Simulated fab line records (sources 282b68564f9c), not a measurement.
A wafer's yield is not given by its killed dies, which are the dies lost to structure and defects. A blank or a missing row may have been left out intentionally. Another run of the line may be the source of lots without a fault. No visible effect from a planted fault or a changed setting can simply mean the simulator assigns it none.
fab line records -- flow ritCmos
record lots=5, wafers=15, lastDay=6
route steps=202 shown ACTIVE@1 FOX1@20 FOX2@23 M1@202
lots that met no fault: from a run of the same line without faults
startH: start of the lot's first displayed wafer, in hours after the record's first day -- waitH: time in hours since the lot's previous step -- " identical to the entry in the row above -- L1.1+2: a row that stands for several wafers -- - either no value or no given start -- * or withheld: withheld -- < > ~ a bound
route shown NAME@n: names a module that has steps shown in the file, with the first one's number in the route -- usual: mean and standard deviation over wafers with no fault -- same: alike in all rows -- chamber/n: place in a boat -- sites: per-site readings -- _std_site: how widely they spread, as a standard deviation -- _edge_site: inner sites' mean taken away from outer sites' mean -- radiusMm: for every site, how far away it sits from the centre of the wafer -- mask NAME#n: copy n -- behind: the tool/chamber that last shaped the wafer -- hold: reason for holding the lot/hours on hold/outcome of the hold -- device: names the non-switching transistor (n, p or np) -- end of line: the same wafers' tests at the end of the route -- a step given without rows: its recipe and nothing more -- killed: not the wafer's yield, but the dies lost to structure and defects at the first sort -- map: a wafer's dies, x killed, . not, _ none there
set.NAME: the run value of the setting; set.NAME@STEP: its run value at that earlier step -- model.NAME: the simulator's own value behind a step, which no gauge read
certain route steps with their lots: each step a table, each wafer a row
services: a tool's chamber out of use, with start hour (startH, from the record's first day; less than 0 if before it), hours out, and reason
## steps
# step RIT_ACTIVE_BOW_MEAS_00
# recipe mode=bow
# usual INCOMING_BOW=0/6.9
lot.wafer,tool,chamber,startH,waitH,INCOMING_BOW[um]
L334.4,filmMetro-03,-,25.06,-,-3
L334.5,filmMetro-03,-,25.06,-,-7
L334.6,filmMetro-03,-,25.06,-,6
L337.1,filmMetro-04,-,40.00,-,2
L337.4,filmMetro-04,-,40.00,-,-16
L337.6,filmMetro-04,-,40.00,-,0
L341.1,filmMetro-01,-,60.00,-,2
L341.2,filmMetro-01,-,60.00,-,-1
L341.3,filmMetro-01,-,60.00,-,-3
L344.1,filmMetro-01,-,75.00,-,-1
L344.3,filmMetro-01,-,75.00,-,9
L344.6,filmMetro-01,-,75.00,-,1
L348.2,filmMetro-01,-,95.02,-,8
L348.5,filmMetro-01,-,95.02,-,-3
L348.6,filmMetro-01,-,95.02,-,-2
# step RIT_ACTIVE_OXIDATION_01
# recipe tempC=1000, ambient=O2, targetThkA=468, oxTimeS=3360
# step RIT_ACTIVE_THK_MEAS_02
# recipe reads=SiO2_of_ACTIVE_OXIDATION_01
# usual ACTIVE_OXIDE_THK=46.1/0.74
lot.wafer,tool,chamber,startH,waitH,ACTIVE_OXIDE_THK[nm]
L334.4,filmMetro-03,-,27.08,0.0,44.9
L334.5,filmMetro-03,-,27.08,0.0,45.5
L334.6,filmMetro-03,-,27.08,0.0,45.3
L337.1,filmMetro-04,-,43.44,0.0,46.2
L337.4,filmMetro-04,-,43.44,0.0,46.4
L337.6,filmMetro-04,-,43.44,0.0,46.7
L341.1,filmMetro-01,-,63.45,0.0,46.5
L341.2,filmMetro-01,-,63.45,0.0,48.0
L341.3,filmMetro-01,-,63.45,0.0,47.6
L344.1,filmMetro-01,-,77.60,0.0,45.2
L344.3,filmMetro-01,-,77.60,0.0,46.2
L344.6,filmMetro-01,-,77.60,0.0,45.6
L348.2,filmMetro-03,-,98.03,0.0,46.6
L348.5,filmMetro-03,-,98.03,0.0,46.2
L348.6,filmMetro-03,-,98.03,0.0,47.1
# step RIT_ACTIVE_CVD_03
# recipe material=Si3N4, targetThkNm=150, tempC=810, precursor=SiH2Cl2/NH3, timeS=1500, pressureMtorr=300, sih2cl2FlowSccm=62.25, nh3FlowSccm=150
# usual zonePowerCentrePct=38/6.1
lot.wafer,tool,chamber,startH,waitH,zonePowerCentrePct,model.Si3N4_of_ACTIVE_CVD_03.thkNm
L334.4,lpcvd-02,1,27.11,0.0,42,151
L334.5,lpcvd-02,1,27.11,0.0,42,152
L334.6,lpcvd-02,1,27.11,0.0,43,152.3
L337.1,lpcvd-01,1,43.50,0.1,29,150.8
L337.4,lpcvd-01,1,43.50,0.1,29,152.2
L337.6,lpcvd-01,1,43.50,0.1,29,151.7
L341.1,lpcvd-02,1,63.51,0.1,43,123.7
L341.2,lpcvd-02,1,63.51,0.1,42,124.9
L341.3,lpcvd-02,1,63.51,0.1,43,125
L344.1,lpcvd-01,0,77.66,0.1,40,152.4
L344.3,lpcvd-01,0,77.66,0.1,40,152.3
L344.6,lpcvd-01,0,77.66,0.1,40,152.1
L348.2,lpcvd-01,1,98.21,0.2,29,149.3
L348.5,lpcvd-01,1,98.21,0.2,29,149.6
L348.6,lpcvd-01,1,98.21,0.2,29,150.2
# step RIT_ACTIVE_THK_MEAS_04
# recipe reads=Si3N4_of_ACTIVE_CVD_03
# usual ACTIVE_NITRIDE_THK=151.4/1.6
lot.wafer,tool,chamber,startH,waitH,ACTIVE_NITRIDE_THK[nm]
L334.4,filmMetro-03,-,28.56,0.0,150.9
L334.5,filmMetro-03,-,28.56,0.0,151.9
L334.6,filmMetro-03,-,28.56,0.0,152.2
L337.1,filmMetro-01,-,44.93,0.0,150.9
L337.4,filmMetro-01,-,44.93,0.0,152.2
L337.6,filmMetro-01,-,44.93,0.0,151.8
L341.1,filmMetro-03,-,64.92,0.0,123.7
L341.2,filmMetro-03,-,64.92,0.0,124.9
L341.3,filmMetro-03,-,64.92,0.0,125.0
L344.1,filmMetro-04,-,79.08,0.0,152.3
L344.3,filmMetro-04,-,79.08,0.0,152.3
L344.6,filmMetro-04,-,79.08,0.0,152.1
L348.2,filmMetro-04,-,99.64,0.0,149.3
L348.5,filmMetro-04,-,99.64,0.0,149.5
L348.6,filmMetro-04,-,99.64,0.0,150.3
# step RIT_ACTIVE_HMDS_05
# recipe primeTimeS=60, primeTempC=140
# step RIT_ACTIVE_COAT_06
# recipe resist=NOVOLAK, spinRpm=3250, resistThkNm=1000
# step RIT_ACTIVE_SOFTBAKE_07
# recipe resist=NOVOLAK, tempC=90, timeS=60
# step RIT_ACTIVE_EXPOSE_08
# recipe maskId=M1, na=0.6, sourceShape=conventional, sigmaOuter=0.6, targetCdNm=1400, doseMj=225
# step RIT_ACTIVE_PEB_09
# recipe resist=NOVOLAK, tempC=withheld, timeS=withheld
# step RIT_ACTIVE_DEVELOP_10
# recipe resist=NOVOLAK, developTimeS=50, devTempC=23
# step RIT_ACTIVE_CD_MEAS_11
# recipe targetCdNm=1400
# usual cdNm=1399.5/2.1
lot.wafer,tool,chamber,startH,waitH,cdNm
L334.4,cdSem-01,-,29.50,-,1400.4
L334.5,cdSem-01,-,29.50,-,1398.8
L334.6,cdSem-01,-,29.50,-,1399.1
L337.1,cdSem-01,-,45.84,-,1398.4
L337.4,cdSem-01,-,45.84,-,1397.9
L337.6,cdSem-01,-,45.84,-,1400.0
L341.1,cdSem-01,-,65.83,-,1399.5
L341.2,cdSem-01,-,65.83,-,1399.4
L341.3,cdSem-01,-,65.83,-,1397.9
L344.1,cdSem-01,-,80.23,-,1401.0
L344.3,cdSem-01,-,80.23,-,1402.4
L344.6,cdSem-01,-,80.23,-,1401.6
L348.2,cdSem-02,-,100.69,-,1399.1
L348.5,cdSem-02,-,100.69,-,1399.0
L348.6,cdSem-02,-,100.69,-,1395.5
# step RIT_ACTIVE_HARDBAKE_12
# recipe resist=NOVOLAK, tempC=140, timeS=60
# step RIT_ACTIVE_ETCH_13
# recipe stopOn=SiO2, chemistry=SF6, target=Si3N4, timeS=210, overEtchFrac=0.4, SF6_flow_sccm=200, pressureMtorr=260, rfW=125, targetDepthA=2100
# usual SF6_flow_sccm=200.0/0.59, drypumpMotorCurrentA=6.0/0.47, oesProductAu=0.824/0.013, throttleValvePct=7.51/0.14
lot.wafer,tool,chamber,startH,waitH,SF6_flow_sccm,drypumpMotorCurrentA,oesProductAu,rfHoursCounterH,throttleValvePct,model.etch.depthNm,model.ACTIVE.featureDepthNm
L334.4,rieDiel-04,3,29.71,0.1,200.8,6.1,0.810,14,7.41,151,153.3
L334.5,rieDiel-04,3,29.71,0.1,200.4,6.1,0.819,-,7.41,152,154.3
L334.6,rieDiel-04,0,29.71,0.1,200.0,6.5,0.826,-,7.65,152.3,152.3
L337.1,rieDiel-04,2,46.11,0.1,199.6,5.2,0.819,95,7.29,150.8,151
L337.4,rieDiel-04,0,46.11,0.1,200.2,6.5,0.825,3,7.66,152.2,152.3
L337.6,rieDiel-04,1,46.11,0.1,200.8,5.9,0.836,-,7.52,151.7,153.8
L341.1,rieDiel-03,0,66.10,0.1,200.2,6.5,0.720,25,7.59,123.7,123.7
L341.2,rieDiel-03,2,66.10,0.1,200.3,6.0,0.754,73,7.33,124.9,125
L341.3,rieDiel-03,1,66.10,0.1,200.3,6.3,0.756,2,7.59,125,125
L344.1,rieDiel-03,0,80.55,0.1,200.4,6.6,0.798,25,7.59,152.4,152.4
L344.3,rieDiel-03,3,80.55,0.1,199.1,5.5,0.851,21,7.70,152.3,152.3
L344.6,rieDiel-03,2,80.55,0.1,200.6,6.0,0.840,-,7.33,152.1,152.2
L348.2,rieDiel-04,0,100.94,0.1,200.4,6.5,0.815,4,7.64,149.3,149.4
L348.5,rieDiel-04,1,100.94,0.1,200.2,5.9,0.821,-,7.54,149.6,151.7
L348.6,rieDiel-04,0,100.94,0.1,199.7,6.5,0.810,-,7.66,150.2,150.2
# step RIT_ACTIVE_STRIP_14
# recipe chemistry=O2, timeS=180, resist=NOVOLAK, platenTempC=withheld, powerW=500, pressureMtorr=4000, o2FlowSccm=4000
# usual drypumpMotorCurrentA=5.9/0.46
lot.wafer,tool,chamber,startH,waitH,drypumpMotorCurrentA,rfHoursCounterH
L334.4,plasmaAsher-01,0,29.90,0.1,5.4,-
L334.5,plasmaAsher-01,0,29.90,0.1,5.4,-
L334.6,plasmaAsher-01,1,29.90,0.1,6.4,-
L337.1,plasmaAsher-01,1,46.24,0.1,6.4,36
L337.4,plasmaAsher-01,0,46.24,0.1,5.5,-
L337.6,plasmaAsher-01,1,46.24,0.1,6.4,-
L341.1,plasmaAsher-02,0,66.24,0.1,5.7,42
L341.2,plasmaAsher-02,1,66.24,0.1,6.5,42
L341.3,plasmaAsher-02,1,66.24,0.1,6.5,-
L344.1,plasmaAsher-01,1,80.69,0.1,6.4,39
L344.3,plasmaAsher-01,0,80.69,0.1,5.4,-
L344.6,plasmaAsher-01,1,80.69,0.1,6.4,-
L348.2,plasmaAsher-02,0,101.07,0.1,5.7,46
L348.5,plasmaAsher-02,1,101.07,0.1,6.6,-
L348.6,plasmaAsher-02,0,101.07,0.1,5.7,-
# step RIT_ACTIVE_CD_MEAS_90
# recipe targetCdNm=1400
# usual cdNm=1399.5/2.1
lot.wafer,tool,chamber,startH,waitH,cdNm
L334.4,cdSem-01,-,30.08,0.1,1400.6
L334.5,cdSem-01,-,30.08,0.1,1398.9
L334.6,cdSem-01,-,30.08,0.1,1399.3
L337.1,cdSem-02,-,46.42,0.1,1398.7
L337.4,cdSem-02,-,46.42,0.1,1397.7
L337.6,cdSem-02,-,46.42,0.1,1400.6
L341.1,cdSem-02,-,66.41,0.1,1400.0
L341.2,cdSem-02,-,66.41,0.1,1399.4
L341.3,cdSem-02,-,66.41,0.1,1398.2
L344.1,cdSem-01,-,80.86,0.1,1400.9
L344.3,cdSem-01,-,80.86,0.1,1402.8
L344.6,cdSem-01,-,80.86,0.1,1401.4
L348.2,cdSem-02,-,101.26,0.1,1399.1
L348.5,cdSem-02,-,101.26,0.1,1399.3
L348.6,cdSem-02,-,101.26,0.1,1395.8
# step RIT_ACTIVE_CLEAN_15
# recipe chemistry=SC1, mix=3:3:50, timeS=600, tempC=75
# step RIT_ACTIVE_CLEAN_16
# recipe chemistry=dHF, dilution=50:1, timeS=30
# step RIT_ACTIVE_CLEAN_17
# recipe chemistry=SC2, mix=3:3:50, timeS=600, tempC=75, dry=n2Spin
# step RIT_FOX1_OXIDATION_00
# recipe tempC=1100, ambient=H2O, targetThkA=3507, pH2oTorr=720, oxTimeS=1130
# step RIT_FOX1_THK_MEAS_01
# recipe reads=SiO2_of_FOX1_OXIDATION_00
# usual FOX1_OXIDE_THK=346/6.1
lot.wafer,tool,chamber,startH,waitH,FOX1_OXIDE_THK[nm]
L334.4,filmMetro-02,-,31.85,0.0,343
L334.5,filmMetro-02,-,31.85,0.0,346
L334.6,filmMetro-02,-,31.85,0.0,345
L337.1,filmMetro-04,-,52.89,0.0,348
L337.4,filmMetro-04,-,52.89,0.0,345
L337.6,filmMetro-04,-,52.89,0.0,343
L341.1,filmMetro-04,-,68.37,0.0,342
L341.2,filmMetro-04,-,68.37,0.0,345
L341.3,filmMetro-04,-,68.37,0.0,346
L344.1,filmMetro-04,-,82.84,0.0,346
L344.3,filmMetro-04,-,82.84,0.0,343
L344.6,filmMetro-04,-,82.84,0.0,346
L348.2,filmMetro-03,-,104.65,0.0,360
L348.5,filmMetro-03,-,104.65,0.0,355
L348.6,filmMetro-03,-,104.65,0.0,349
# step RIT_FOX1_WET_ETCH_02
# recipe chemistry=BOE, targetDepthNm=350, timeS=390, tempC=21.5, dry=n2Spin, dilution=10:1, target=SiO2
# step RIT_FOX2_OXIDATION_00
# recipe tempC=1100, ambient=H2O, targetThkA=3507, pH2oTorr=720, oxTimeS=1130
# step RIT_FOX2_THK_MEAS_01
# recipe reads=SiO2_of_FOX2_OXIDATION_00
# usual FOX2_OXIDE_THK=348/7.8
lot.wafer,tool,chamber,startH,waitH,FOX2_OXIDE_THK[nm]
L334.4,filmMetro-01,-,33.40,0.0,338
L334.5,filmMetro-01,-,33.40,0.0,338
L334.6,filmMetro-01,-,33.40,0.0,340
L337.1,filmMetro-02,-,56.39,0.0,345
L337.4,filmMetro-02,-,56.39,0.0,351
L337.6,filmMetro-02,-,56.39,0.0,352
L341.1,filmMetro-02,-,69.87,0.0,339
L341.2,filmMetro-02,-,69.87,0.0,341
L341.3,filmMetro-02,-,69.87,0.0,335
L344.1,filmMetro-01,-,84.33,0.0,350
L344.3,filmMetro-01,-,84.33,0.0,347
L344.6,filmMetro-01,-,84.33,0.0,345
L348.2,filmMetro-01,-,106.69,0.0,345
L348.5,filmMetro-01,-,106.69,0.0,340
L348.6,filmMetro-01,-,106.69,0.0,339
# step RIT_FOX2_CLEAN_02
# recipe chemistry=dHF, dilution=50:1, timeS=171.4
lot.wafer,tool,chamber,startH,waitH,model.Si3N4_of_ACTIVE_CVD_03.thkNm
L334.4,wetBench-04,2,33.43,0.0,131.8
L334.5,wetBench-04,2,33.43,0.0,132.8
L334.6,wetBench-04,2,33.43,0.0,133.1
L337.1,wetBench-03,3,56.45,0.1,131.6
L337.4,wetBench-03,3,56.45,0.1,133
L337.6,wetBench-03,3,56.45,0.1,132.5
L341.1,wetBench-03,3,69.93,0.1,104.4
L341.2+3,wetBench-03,3,69.93,0.1,105.7
L344.1,wetBench-03,2,84.39,0.1,133.2
L344.3,wetBench-03,2,84.39,0.1,133.1
L344.6,wetBench-03,2,84.39,0.1,132.9
L348.2,wetBench-03,2,106.74,0.0,130.1
L348.5,wetBench-03,2,106.74,0.0,130.5
L348.6,wetBench-03,2,106.74,0.0,131
# step RIT_FOX2_WET_ETCH_03
# recipe chemistry=H3PO4, target=Si3N4, targetDepthNm=195, tempC=165, timeS=2700
# step RIT_M1_PROBE_99
# usual killedAtContacts=0.0/0.2, killedAtFrontEnd=6.8/3, killedDies=6.9/3, killedOpen=3.3/1.9, killedShort=3.6/1.9
# same grossDies=264, killed_at_M0_to_M3=0, killed_at_M4_up=0, killedAtBackSide=0, killedAtOther=0
lot.wafer,tool,chamber,startH,waitH,killedAtContacts,killedAtFrontEnd,killedDies,killedOpen,killedShort
L334.4,prober-01,-,80.85,0.2,0,8,8,4,4
L334.5,prober-01,-,80.90,0.2,0,1,1,0,1
L334.6,prober-01,-,80.95,0.2,0,5,5,3,2
L337.1,prober-02,-,102.15,0.1,0,7,7,6,1
L337.4,prober-02,-,102.30,0.2,0,7,7,6,1
L337.6,prober-02,-,102.40,0.2,0,7,7,5,2
L341.1,prober-02,-,113.14,0.1,0,16,16,11,5
L341.2,prober-02,-,113.19,0.1,0,12,12,7,5
L341.3,prober-02,-,113.24,0.2,0,7,7,4,3
L344.1,prober-01,-,128.27,0.1,0,8,8,1,7
L344.3,prober-01,-,128.37,0.2,0,4,4,2,2
L344.6,prober-01,-,128.52,0.2,1,10,11,4,7
L348.2,prober-01,-,146.16,0.1,0,8,8,3,5
L348.5,prober-01,-,146.31,0.2,0,10,10,7,3
L348.6,prober-01,-,146.36,0.2,0,7,7,1,6
# killed by level:class
L334.4 GATE:geometricParticle:open=2 SILICIDE:geometricParticle:short=2 SILICIDE:geometricParticle:open=2 FOX2:geometricParticle:short=1 GATE:geometricParticle:short=1
L334.5 FOX1:geometricParticle:short=1
L334.6 FOX1:geometricParticle:open=1 GATE:geometricParticle:short=1 REOX:geometricParticle:short=1 SPACER:geometricParticle:open=1 SILICIDE:geometricParticle:open=1
L337.1 SPACER:geometricParticle:open=3 GATE:geometricParticle:open=2 FOX2:geometricParticle:open=1 FOX2:geometricParticle:short=1
L337.4 SILICIDE:geometricParticle:open=3 SPACER:geometricParticle:open=2 FOX1:geometricParticle:open=1 GATE:geometricParticle:short=1
L337.6 GATE:geometricParticle:open=3 FOX1:geometricParticle:open=1 REOX:geometricParticle:short=1 SPACER:geometricParticle:short=1 SPACER:geometricParticle:open=1
L341.1 GATE:geometricParticle:open=6 GATE:geometricParticle:short=3 FOX2:geometricParticle:open=2 SPACER:geometricParticle:open=2 FOX1:geometricParticle:short=1 SILICIDE:geometricParticle:short=1 SILICIDE:geometricParticle:open=1
L341.2 SPACER:geometricParticle:open=4 GATE:geometricParticle:short=3 GATE:geometricParticle:open=2 FOX2:geometricParticle:short=1 FOX2:geometricParticle:open=1 SPACER:geometricParticle:short=1
L341.3 GATE:geometricParticle:open=3 FOX2:geometricParticle:short=2 SPACER:geometricParticle:short=1 SPACER:geometricParticle:open=1
L344.1 REOX:geometricParticle:short=3 GATE:geometricParticle:short=2 FOX1:geometricParticle:open=1 FOX2:geometricParticle:short=1 SPACER:geometricParticle:short=1
L344.3 GATE:geometricParticle:open=2 GATE:geometricParticle:short=1 REOX:geometricParticle:short=1
L344.6 FOX2:geometricParticle:short=3 FOX2:geometricParticle:open=2 GATE:geometricParticle:short=2 GATE:geometricParticle:open=1 REOX:geometricParticle:short=1 SILICIDE:geometricParticle:short=1 CONTACT:geometricParticle:open=1
L348.2 GATE:geometricParticle:short=3 SPACER:geometricParticle:open=2 FOX1:geometricParticle:short=1 REOX:geometricParticle:short=1 SILICIDE:geometricParticle:open=1
L348.5 FOX1:geometricParticle:open=2 REOX:geometricParticle:short=2 ACTIVE:geometricParticle:short=1 ACTIVE:geometricParticle:open=1 GATE:geometricParticle:open=1 REOX:geometricParticle:open=1 SPACER:geometricParticle:open=1 SILICIDE:geometricParticle:open=1
L348.6 GATE:geometricParticle:short=4 FOX1:geometricParticle:short=1 FOX2:geometricParticle:open=1 FOX2:geometricParticle:short=1
## services
tool,chamber,startH,hours,kind
rieDiel-04,-,5.63,14.6,pm
rieDiel-03,3,13.76,4.6,repair
## key
firstSign step=RIT_ACTIVE_THK_MEAS_04, reading=ACTIVE_NITRIDE_THK, direction=down, sigmas=16, usual=151.4, struck=124.6
effect step=RIT_ACTIVE_ETCH_13, reading=oesProductAu, direction=down, sigmas=6.1, usual=0.824, struck=0.743
modelEffect step=RIT_ACTIVE_CVD_03, value=Si3N4_of_ACTIVE_CVD_03.thkNm, without=154.9, struck=124.5
modelEffect step=RIT_ACTIVE_ETCH_13, value=etch.depthNm, without=154.9, struck=124.5
modelEffect step=RIT_FOX2_CLEAN_02, value=Si3N4_of_ACTIVE_CVD_03.thkNm, without=135.6, struck=105.3
metAt RIT_ACTIVE_CVD_03
struckWafers L341.1,L341.2,L341.3
testerLeftOut L341
onsetBetween 27.11 63.51
fault kind=processParameterDrift, tool=lpcvd-02, chamber=1, onsetH=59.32, steps=RIT_ACTIVE_CVD_03, channel=targetThkNm, offset=-30, shape=step, endH=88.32, actsIn=theseRecipesOnly, stated=150
# testerLeftOut: of these lots the tester's yield and bins aren't shown, on N5 and GAA mostly nor the transistor test; their killed dies are dies lost to structure and defects alone, not to doping, threshold or leakage, so they don't give the yield
